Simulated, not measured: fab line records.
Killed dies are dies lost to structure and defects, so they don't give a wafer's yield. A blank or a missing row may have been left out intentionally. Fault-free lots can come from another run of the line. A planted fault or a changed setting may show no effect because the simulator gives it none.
Struck lot and sound lot, side by side ; flow berkeley_cmos170 ; 15 steps out of a route of 331
Sound: wafers L611.2, L611.5, L611.6. Struck: wafers L601.3, L601.4, L601.5. At the end, the cause is stated.
Per side, at each step with rows, come the tool, then ch with its chambers, and then its first start. Under that, the readings that differ: sound wafers ; struck wafers ; difference of the means ; sigmas: that difference in standard deviations of wafers without a fault.
alike: readings with means less than 2 such deviations apart, plus words and numbers identical on both sides. not compared: withheld readings, readings lacking a value on some wafer, bounds such as >300 that could conceal the same value, and numbers that have no deviation in the record and whose values overlap.
A row with sigmas, a row that says differs or no value, or rows on one side alone: a step with any of these is where the two part. When numbers do not overlap yet have no deviation, they are printed without sigmas and do not part them. A reading missing from all wafers of one side parts the sides only when that side holds two or more wafers.

first, 1 step without rows for these wafers: UCB170_M2_PRE_CLEAN_00 (preclean etch time 60 s).
UCB170_M2_SPUTTER_01: material Al, target thk 900 nm, time 120 s.
  sound: pvd_sputter-04 at day 16 07:07; struck: pvd_sputter-03 at day 11 00:16
  alike: chamber_pressure_pa, throttle_valve_pct
UCB170_M2_RS_MEAS_02: a four-point-probe measurement.
  sound: film_metro-03 at day 16 07:13; struck: film_metro-01 at day 11 00:23
  alike: M2_AL_RS
UCB170_M2_THK_MEAS_03: measures by xrf.
  sound: film_metro-03 at day 16 07:20; struck: film_metro-01 at day 11 00:29
  alike: M2_AL_THK
then, 3 steps without rows for these wafers: UCB170_M2_HMDS_04 (prime time 60 s); UCB170_M2_COAT_05 (resist thk 900 nm); UCB170_M2_SOFTBAKE_06 (time 60 s).
UCB170_M2_STRIP_07: strips in O2.
  sound on plasma_asher-02 ch 0,1, day 16 08:18; struck on plasma_asher-04 ch 0,1, day 11 01:01
  alike: drypump_motor_current_A, oes_product_au, strip_time_to_endpoint_s
  not compared: rf_hours_counter_h
then, 4 steps without rows for these wafers: UCB170_M2_STRIP_08 (strips KrF in DMSO, time 600 s); UCB170_M2_COAT_09; UCB170_M2_COAT_10 (resist thk 900 nm); UCB170_M2_SOFTBAKE_11 (time 60 s).
UCB170_M2_EXPOSE_12: exposes mask METAL2, target cd 700 nm.
  sound on krf_scanner-02 ch 0, day 16 10:53; struck on krf_scanner-01 ch 0, day 11 01:53
reading;sound;struck;difference;sigmas
model.M2.overlay_x_nm (nm);-2.324 -2.324 -2.324;7.533 7.533 7.533;+9.857;
  alike: mask, focus_offset_nm
then, 1 step without rows for these wafers: UCB170_M2_PEB_13.
UCB170_M3_PROBE_99:
  record: rows for the struck wafers here (prober-02, day 11 08:29), none for the sound ones

WHERE THEY PART
Only at UCB170_M3_PROBE_99, as far as this record shows.

WHY: the cause the simulator had injected
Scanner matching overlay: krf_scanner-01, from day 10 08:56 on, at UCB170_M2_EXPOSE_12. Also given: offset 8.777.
